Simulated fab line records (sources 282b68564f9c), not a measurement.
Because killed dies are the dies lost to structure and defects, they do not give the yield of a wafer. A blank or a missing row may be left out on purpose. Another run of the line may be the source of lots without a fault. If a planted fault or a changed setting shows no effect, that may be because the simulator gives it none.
Struck lot and sound lot, side by side	flow rit_cmos	15 out of 202 route steps
Sound: these wafers, L111.1, L111.3, L111.4. Wafers struck: L118.1, L118.2, L118.4. The cause is given at the end.
At each step with rows: each side's tool, then ch and its chambers, then its first start. Under that, the readings that differ: sound wafers	struck wafers	difference of the means	sigmas: that difference in standard deviations of wafers without a fault.
alike: a reading whose means differ by less than 2 such deviations, as well as words and numbers matching on both sides. not compared: withheld readings; readings where some wafer has no value; bounds like >300 that might hide an equal value; numbers whose values overlap and for which the record gives no deviation.
Wherever a step has rows on one side only, a row that says differs or no value, or a row with sigmas, the two part there. Numbers that have no deviation but don't overlap get no sigmas and don't part them. A reading that every wafer of one side lacks parts them only if that side has two wafers or more.

first, 4 steps without rows for these wafers: RIT_NWELL_SOFTBAKE_02 (time 60 s); RIT_NWELL_EXPOSE_03 (exposes mask M2, target cd 43900 nm); RIT_NWELL_PEB_04; RIT_NWELL_DEVELOP_05 (develop time 68 s).
RIT_NWELL_OVL_MEAS_06:
  sound on overlay-02, day 2 00:17; struck on overlay-02, day 3 09:07
  alike: NWELL_OVL
then, 2 steps without rows for these wafers: RIT_NWELL_HARDBAKE_07 (time 120 s); RIT_NWELL_IMPLANT_08.
RIT_NWELL_STRIP_09: strips in O2, time 180 s.
  sound on plasma_asher-01 ch 0,1, day 2 00:43; struck on plasma_asher-02 ch 0,1, day 3 09:34
  alike: drypump_motor_current_A, rf_refl_power_W
  not compared: rf_hours_counter_h
RIT_NWELL_TW_MEAS_10:
  sound on film_metro-02, day 2 00:54; struck on film_metro-02, day 3 09:44
  alike: NWELL_TW
then, 3 steps without rows for these wafers: RIT_PWELL_HMDS_00 (prime time 60 s); RIT_PWELL_COAT_01 (resist thk 1300 nm); RIT_PWELL_SOFTBAKE_02 (time 60 s).
RIT_PWELL_EXPOSE_03: exposes mask M3, target cd 43700 nm.
  sound on iline_stepper-01 ch 0, day 2 01:32; struck on iline_stepper-01 ch 0, day 3 10:22
reading	sound	struck	difference	sigmas
mask	M3#0 M3#0 M3#0	M3_R1#0 M3_R1#0 M3_R1#0	differs	
  alike: focus_offset_nm
next, for these wafers, 1 step has no rows: RIT_PWELL_PEB_04.
RIT_M1_PROBE_99:
  the record has rows for the struck wafers here (prober-01, day 4 22:52) and none for the sound ones

== WHERE THEY PART ==
First at RIT_PWELL_EXPOSE_03; last, within this record, at RIT_M1_PROBE_99.

WHY: the cause the simulator had injected
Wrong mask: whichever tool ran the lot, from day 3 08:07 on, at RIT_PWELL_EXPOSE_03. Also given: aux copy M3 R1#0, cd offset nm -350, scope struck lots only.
